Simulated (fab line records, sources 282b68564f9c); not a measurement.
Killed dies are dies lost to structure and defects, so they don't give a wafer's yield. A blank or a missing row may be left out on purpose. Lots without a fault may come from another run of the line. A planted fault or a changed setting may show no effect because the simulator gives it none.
fab line records | flow rit_cmos
record lots=14 wafers=42 last_day=7
route steps=202 shown SDANNEAL@156 PSD@157 PLDD@159 M1@202
lots that met no fault: from a run of the same line without faults
start_h: hours from the record's first day to the start of the lot's first wafer shown | wait_h: hours since the lot's step before | " the same as in the row above | L1.1+2: a row that stands for several wafers | - no value, or no start given | * or withheld: withheld | < > ~ a bound
route shown NAME@n: a module of which the file shows steps, and the number in the route of the first | usual: mean/standard deviation of fault-free wafers | same: alike in all rows | chamber/n: place in a boat | sites: the reading at each site | _std_site: their standard deviation | _edge_site: outer sites' mean less inner sites' | radius_mm: how far each site lies from the wafer's centre | mask NAME#n: copy n | behind: the tool/chamber that last shaped the wafer | hold: why the lot was held/for how many hours/how that ended | device: the transistor (n, p or np) that didn't switch | end of line: the same wafers' tests at the end of the route | a step without rows: its recipe alone | killed: dies lost to structure and defects at the first sort, not the wafer's yield | map: a wafer's dies, x killed, . not, _ none there
set.NAME: the setting as run; set.NAME@STEP: as run at that earlier step | model.NAME: the simulator's own value behind a step, which no gauge read
steps of the route over a sample of lots; a table a step, a row a wafer
services: from which hour (start_h, from the record's first day; less than 0 if before it) a tool's chamber was out of use, for how many hours, and why
## steps
# step RIT_SDANNEAL_RTA_03
# recipe temp_c=1050 time_s=5 idle_temp_c=600 ramp_up_c_per_s=342 ramp_down_c_per_s=171 cool_to_c=600 ambient=N2
# usual wafer_temp_C_max=1053.5/1.1
# columns lot.wafer tool chamber start_h wait_h wafer_temp_C_max
L693.1 rtp_anneal-01 0 54.31 0.0 1053.1
L693.4 " 0 " " 1055.5
L693.5 " 0 " " 1054.7
L694.1 rtp_anneal-02 0 56.82 0.0 1054.6
L694.3 " 0 " " 1055.2
L694.6 " 0 " " 1054.2
L695.1 rtp_anneal-01 0 62.70 0.0 1053.9
L695.2 " 0 " " 1053.2
L695.4 " 0 " " 1055.7
L696.2 rtp_anneal-02 0 66.06 0.0 1051.5
L696.3 " 0 " " 1053.5
L696.5 " 0 " " 1054.0
L697.1 rtp_anneal-01 0 72.03 0.0 1052.4
L697.5 " 0 " " 1053.7
L697.6 " 0 " " 1054.2
L698.1 rtp_anneal-02 0 78.66 0.0 1052.6
L698.4 " 0 " " 1054.6
L698.5 " 0 " " 1055.0
L701.2 rtp_anneal-01 0 93.47 0.0 1053.7
L701.4 " 0 " " 1052.8
L701.5 " 0 " " 1053.7
L702.1 rtp_anneal-02 0 99.39 0.0 1053.4
L702.3 " 0 " " 1052.8
L702.4 " 0 " " 1054.1
L703.2 rtp_anneal-01 0 107.46 0.0 1052.2
L703.3 " 0 " " 1052.9
L703.4 " 0 " " 1053.7
L705.3 rtp_anneal-01 0 114.81 0.0 1053.9
L705.5 " 0 " " 1053.7
L705.6 " 0 " " 1052.3
L706.2 rtp_anneal-02 0 120.11 0.0 1053.0
L706.4 " 0 " " 1053.1
L706.5 " 0 " " 1053.6
L707.1 rtp_anneal-02 0 127.03 0.0 1052.4
L707.5 " 0 " " 1051.8
L707.6 " 0 " " 1051.5
L712.3 rtp_anneal-02 0 146.73 0.0 1053.5
L712.4 " 0 " " 1054.1
L712.6 " 0 " " 1055.7
L714.2 rtp_anneal-02 0 160.52 0.0 1053.2
L714.5 " 0 " " 1053.3
L714.6 " 0 " " 1053.5
# step RIT_SDANNEAL_RS_MEAS_04
# recipe thk_meas_gauge=four-point-probe
# usual PSD_RS=115.9/0.33
# columns lot.wafer tool chamber start_h wait_h hold PSD_RS[ohm/sq]
L693.1 film_metro-04 - 54.42 0.1 - 115.5
L693.4 " - " " - 115.8
L693.5 " - " " - 115.6
L694.1 film_metro-03 - 56.88 0.0 - 115.8
L694.3 " - " " - 115.6
L694.6 " - " " - 115.8
L695.1 film_metro-03 - 62.82 0.1 - 115.3
L695.2 " - " " - 115.3
L695.4 " - " " - 115.5
L696.2 film_metro-01 - 66.13 0.1 - 116.1
L696.3 " - " " - 116.2
L696.5 " - " " - 116.3
L697.1 film_metro-01 - 72.09 0.0 - 116.2
L697.5 " - " " - 115.8
L697.6 " - " " - 115.6
L698.1 film_metro-03 - 78.72 0.0 - 115.5
L698.4 " - " " - 115.8
L698.5 " - " " - 115.6
L701.2 film_metro-03 - 93.54 0.1 - 115.6
L701.4 " - " " - 115.8
L701.5 " - " " - 116.2
L702.1 film_metro-03 - 99.45 0.0 - 116.2
L702.3 " - " " - 116.3
L702.4 " - " " - 116.3
L703.2 film_metro-04 - 107.53 0.1 - 116.0
L703.3 " - " " - 116.4
L703.4 " - " " - 116.3
L705.3 film_metro-04 - 114.89 0.1 - 116.1
L705.5 " - " " - 116.3
L705.6 " - " " - 116.1
L706.2 film_metro-03 - 120.18 0.1 - 115.8
L706.4 " - " " - 116.1
L706.5 " - " " - 116.1
L707.1 film_metro-03 - 127.09 0.0 - 115.3
L707.5 " - " " - 115.6
L707.6 " - " " - 115.6
L712.3 film_metro-04 - 146.81 0.1 await_dispo/0.2h/release 112.6
L712.4 " - " " await_dispo/0.2h/release 112.3
L712.6 " - " " await_dispo/0.2h/release 112.5
L712.3 film_metro-04 - 147.17 0.3 - 112.7
L712.4 " - " " - 112.4
L712.6 " - " " - 111.9
L714.2 film_metro-03 - 160.58 0.1 await_dispo/0.2h/release 112.8
L714.5 " - " " await_dispo/0.2h/release 112.5
L714.6 " - " " await_dispo/0.2h/release 112.9
L714.2 film_metro-03 - 160.94 0.3 - 112.7
L714.5 " - " " - 112.7
L714.6 " - " " - 112.9
# step RIT_SDANNEAL_RS_MEAS_06
# recipe thk_meas_gauge=four-point-probe
# usual PLDD_RS=178.6/0.5
# columns lot.wafer tool chamber start_h wait_h hold PLDD_RS[ohm/sq]
L693.1 film_metro-04 - 54.66 0.1 - 178.1
L693.4 " - " " - 178.4
L693.5 " - " " - 179.1
L694.1 film_metro-03 - 57.12 0.1 - 178.0
L694.3 " - " " - 178.4
L694.6 " - " " - 178.9
L695.1 film_metro-03 - 63.06 0.1 - 177.1
L695.2 " - " " - 178.1
L695.4 " - " " - 177.3
L696.2 film_metro-01 - 66.37 0.1 - 178.7
L696.3 " - " " - 178.7
L696.5 " - " " - 178.7
L697.1 film_metro-01 - 72.33 0.1 - 179.7
L697.5 " - " " - 179.1
L697.6 " - " " - 179.0
L698.1 film_metro-03 - 78.96 0.1 - 178.2
L698.4 " - " " - 178.3
L698.5 " - " " - 178.1
L701.2 film_metro-03 - 93.78 0.1 - 177.5
L701.4 " - " " - 177.7
L701.5 " - " " - 178.2
L702.1 film_metro-03 - 99.69 0.1 - 178.4
L702.3 " - " " - 178.2
L702.4 " - " " - 178.1
L703.2 film_metro-04 - 107.77 0.1 - 178.5
L703.3 " - " " - 178.5
L703.4 " - " " - 178.7
L705.3 film_metro-04 - 115.13 0.1 - 178.9
L705.5 " - " " - 178.7
L705.6 " - " " - 178.9
L706.2 film_metro-03 - 120.42 0.1 - 178.5
L706.4 " - " " - 177.4
L706.5 " - " " - 178.1
L707.1 film_metro-03 - 127.33 0.1 - 178.1
L707.5 " - " " - 178.2
L707.6 " - " " - 178.6
L712.3 film_metro-04 - 155.42 0.1 await_dispo/0.2h/release 175.2
L712.4 " - " " await_dispo/0.2h/release 174.7
L712.6 " - " " await_dispo/0.2h/release 174.2
L712.3 film_metro-04 - 155.70 0.3 - 174.9
L712.4 " - " " - 174.6
L712.6 " - " " - 174.5
L714.2 film_metro-03 - 165.85 0.2 await_dispo/0.2h/release 175.7
L714.5 " - " " await_dispo/0.2h/release 175.1
L714.6 " - " " await_dispo/0.2h/release 175.5
L714.2 film_metro-03 - 166.13 0.3 - 175.4
L714.5 " - " " - 175.2
L714.6 " - " " - 175.8
# step RIT_M1_PROBE_99
# usual killed_at_M0_to_M3=0.0/0.14 killed_at_contacts=0.1/0.34 killed_at_front_end=6.6/2.7 killed_dies=6.7/2.7 killed_open=3.5/1.9 killed_short=3.1/1.8
# same gross_dies=264 killed_at_M4_up=0 killed_at_back_side=0 killed_at_other=0
# columns lot.wafer tool chamber start_h wait_h killed_at_M0_to_M3 killed_at_contacts killed_at_front_end killed_dies killed_open killed_short
L712.3 prober-02 - 165.82 0.2 0 1 7 8 6 2
L712.4 prober-02 - 165.87 0.2 0 0 7 7 5 2
L712.6 prober-02 - 165.97 0.2 0 2 8 10 6 4
L714.2 prober-02 - 175.90 0.1 0 0 11 11 4 7
L714.5 prober-02 - 176.05 0.2 0 0 4 4 1 3
L714.6 prober-02 - 176.10 0.2 0 0 6 6 2 4
# killed by level:class
L712.3 GATE:geometric_particle:open=2 FOX2:geometric_particle:short=1 REOX:geometric_particle:open=1 SPACER:geometric_particle:open=1 SPACER:geometric_particle:short=1 SILICIDE:geometric_particle:open=1 CONTACT:geometric_particle:open=1
L712.4 FOX1:geometric_particle:open=2 FOX1:geometric_particle:short=2 SPACER:geometric_particle:open=2 GATE:geometric_particle:open=1
L712.6 GATE:geometric_particle:open=3 GATE:geometric_particle:short=3 FOX1:geometric_particle:open=1 SILICIDE:geometric_particle:open=1 CONTACT:geometric_particle:open=1 CONTACT:geometric_particle:short=1
L714.2 GATE:geometric_particle:short=2 GATE:geometric_particle:open=2 SPACER:geometric_particle:open=2 FOX1:geometric_particle:short=1 FOX2:geometric_particle:short=1 REOX:geometric_particle:short=1 SPACER:geometric_particle:short=1 SILICIDE:geometric_particle:short=1
L714.5 GATE:geometric_particle:short=2 FOX2:geometric_particle:short=1 GATE:geometric_particle:open=1
L714.6 GATE:geometric_particle:short=3 FOX2:geometric_particle:open=2 REOX:geometric_particle:short=1
## services
# columns tool chamber start_h hours kind
rtp_anneal-01 - 36.98 7.1 pm
rtp_anneal-02 - 45.27 5.8 pm
## key
first_sign step=RIT_SDANNEAL_RS_MEAS_04 reading=visit direction=added
effect step=RIT_SDANNEAL_RS_MEAS_04 reading=PSD_RS direction=down sigmas=10 usual=115.9 struck=112.6
effect step=RIT_SDANNEAL_RS_MEAS_06 reading=visit direction=added
effect step=RIT_SDANNEAL_RS_MEAS_06 reading=PLDD_RS direction=down sigmas=7.1 usual=178.6 struck=175.1
met_at RIT_SDANNEAL_RTA_03
struck_lots L712,L714
tester_left_out L712,L714
onset_between 127.03 146.73
also_fits time
fault kind=process_parameter_drift tool=rtp_anneal-02 chamber=- onset_h=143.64 steps=RIT_SDANNEAL_RTA_03 channel=time_s offset=* shape=step end_h=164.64 acts_in=* stated=*
# tester_left_out: of these lots the tester's yield and bins aren't shown, on N5 and GAA mostly nor the transistor test; their killed dies are dies lost to structure and defects alone, not to doping, threshold or leakage, so they don't give the yield
